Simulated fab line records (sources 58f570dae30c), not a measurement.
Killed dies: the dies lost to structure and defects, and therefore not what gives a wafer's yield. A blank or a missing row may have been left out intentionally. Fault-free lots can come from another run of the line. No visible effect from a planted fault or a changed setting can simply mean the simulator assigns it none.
What tool caused it? -- flow berkeley-cmos170 -- 13 lots, 39 wafers sampled, at 4 steps of a route of 331

WHAT THE GAUGES SHOWED, per wafer
UCB170_START_THK_MEAS_03. Usual: START_OXIDE_THK gives 20.3 nm (standard deviation 0.37).
lot,measured,on,START_OXIDE_THK (nm),flag
L439,day 1 20:24,film-metro-02,20.4 20.3 20.4,
L440,day 2 00:28,film-metro-02,20.5 20.5 20.3,
L441,day 2 06:08,film-metro-02,20.2 20.4 20.4,
L443,day 2 14:56,film-metro-03,20.6 21.1 20.3,
L444,day 2 21:14,film-metro-02,19.6 19.9 19.7,
L447,day 3 11:00,film-metro-01,20.4 20.4 20.5,
L446,day 3 11:01,film-metro-02,20.3 20.3 20.4,
L448,day 3 15:59,film-metro-01,20.0 19.7 19.7,
L449,day 3 20:32,film-metro-02,20.2 20.1 20.5,
L450,day 4 04:17,film-metro-01,20.1 20.2 20.0,
L451,day 4 07:17,film-metro-01,20.1 20.1 19.4,
L454,day 4 23:26,film-metro-02,20.4 20.5 20.6,
L456,day 5 09:53,film-metro-02,20.5 20.7 20.6,

UCB170_GATE_CD_MEAS_12: target cd 350 nm. Usual: cd-nm at 350.2 nm, with a standard deviation of 1.3.
lot,measured,on,cd-nm (nm),flag
L439,day 7 03:02,cd-sem-01,349.4 348.3 350.4,
L440,day 7 02:46,cd-sem-02,348.1 347.3 348.5,
L441,day 7 03:18,cd-sem-01,350.4 351.2 350.1,
L443,day 7 16:13,cd-sem-01,349.1 350.2 350.6,
L444,day 7 15:30,cd-sem-02,348.4 349.3 351.1,
L447,day 7 20:21,cd-sem-01,350.7 350.1 350.4,
L446,day 7 20:12,cd-sem-02,348.2 348.8 348.7,
L448,day 8 03:27,cd-sem-02,350.7 351.9 351.3,
L449,day 8 22:07,cd-sem-02,350.7 351.0 350.8,
L450,day 9 05:19,cd-sem-02,348.3 350.7 350.2,
L451,day 9 05:03,cd-sem-02,349.7 349.5 351.0,
L454,day 9 05:32,cd-sem-01,281.2 279.5 280.6,OFF
L456,day 10 03:43,cd-sem-02,349.7 348.8 348.3,

WHICH TOOL RAN EACH LOT (tool, then ch and the chambers of the sampled wafers, then the start)
lot,UCB170_PVT_SOFTBAKE_02,UCB170_GATE_EXPOSE_09
L439,"litho-track-04 ch 0, day 6 09:50","krf-scanner-02 ch 0, day 7 02:27"
L440,"litho-track-02 ch 0, day 6 10:02","krf-scanner-02 ch 0, day 7 02:21"
L441,"litho-track-03 ch 0, day 6 10:11","krf-scanner-02 ch 0, day 7 02:34"
L443,"litho-track-02 ch 0, day 7 03:05","krf-scanner-01 ch 0, day 7 15:38"
L444,"litho-track-03 ch 0, day 7 02:43","krf-scanner-02 ch 0, day 7 15:07"
L447,"litho-track-04 ch 0, day 7 08:58","krf-scanner-02 ch 0, day 7 19:56"
L446,"litho-track-02 ch 0, day 7 09:23","krf-scanner-01 ch 0, day 7 19:43"
L448,"litho-track-02 ch 0, day 7 18:33","krf-scanner-01 ch 0, day 8 03:03"
L449,"litho-track-02 ch 0, day 8 04:20","krf-scanner-02 ch 0, day 8 21:31"
L450,"litho-track-03 ch 0, day 8 14:55","krf-scanner-02 ch 0, day 9 04:27"
L451,"litho-track-04 ch 0, day 8 15:09","krf-scanner-01 ch 0, day 9 04:12"
L454,"litho-track-03 ch 0, day 8 14:28","krf-scanner-02 ch 0, day 9 04:34"
L456,"litho-track-02 ch 0, day 9 08:37","krf-scanner-01 ch 0, day 10 03:19"
- UCB170_PVT_SOFTBAKE_02: time 62.52 s.
- UCB170_GATE_EXPOSE_09: exposes mask POLY, target cd 350 nm.

WHAT THE TOOLS THEMSELVES READ (means of the sampled wafers that have a number; where no wafer has one, the mark that the record gives instead)
UCB170_PVT_SOFTBAKE_02. Usual: plate-sensor-t-centre-C 131.41 C, standard deviation 0.011; plate-sensor-t-edge-C 131.53 C, standard deviation 0.01; softbake-temp-c 129.99 C, standard deviation 0.14.
lot,tool,plate-sensor-t-centre-C (C),plate-sensor-t-edge-C (C),softbake-temp-c (C),flag
L439,litho-track-04,131.42,131.53,130.16,
L440,litho-track-02,131.41,131.54,129.93,
L441,litho-track-03,131.42,131.54,129.96,
L443,litho-track-02,131.40,131.54,130.11,
L444,litho-track-03,131.41,131.54,129.96,
L447,litho-track-04,131.40,131.54,130.09,
L446,litho-track-02,131.41,131.54,129.88,
L448,litho-track-02,131.42,131.53,129.93,
L449,litho-track-02,131.41,131.53,129.73,
L450,litho-track-03,131.41,131.53,129.99,
L451,litho-track-04,131.40,131.53,130.16,
L454,litho-track-03,131.42,131.53,130.15,
L456,litho-track-02,131.41,131.53,129.88,

THE ANSWER, worked out from the rows above alone
Rule: lot off if the mean of its wafers having a number is beyond 3 standard deviations from the usual mean. A lot without any number at a reading at which 4 lots or more have one is off too. All remaining lots with rows at the step are treated as sound. First the gauges in route order, then the tools' own readings, where a lot's mean is used as printed above. The first step at which some lot is off is used, and at that step the reading that is off furthest; a lot without a number counts as furthest.
Off at UCB170_GATE_CD_MEAS_12 (cd-nm): L454.
A tool fits if, at a process step before that reading, it ran every lot that is off, and no sound lot after the first of them. The gauges at UCB170_GATE_CD_MEAS_12 are tried like those tools. Undecided on this evidence; 2 tools fit (krf-scanner-02 at UCB170_GATE_EXPOSE_09, cd-sem-01 at UCB170_GATE_CD_MEAS_12).

WHAT WAS PUT IN BY THE SIMULATOR
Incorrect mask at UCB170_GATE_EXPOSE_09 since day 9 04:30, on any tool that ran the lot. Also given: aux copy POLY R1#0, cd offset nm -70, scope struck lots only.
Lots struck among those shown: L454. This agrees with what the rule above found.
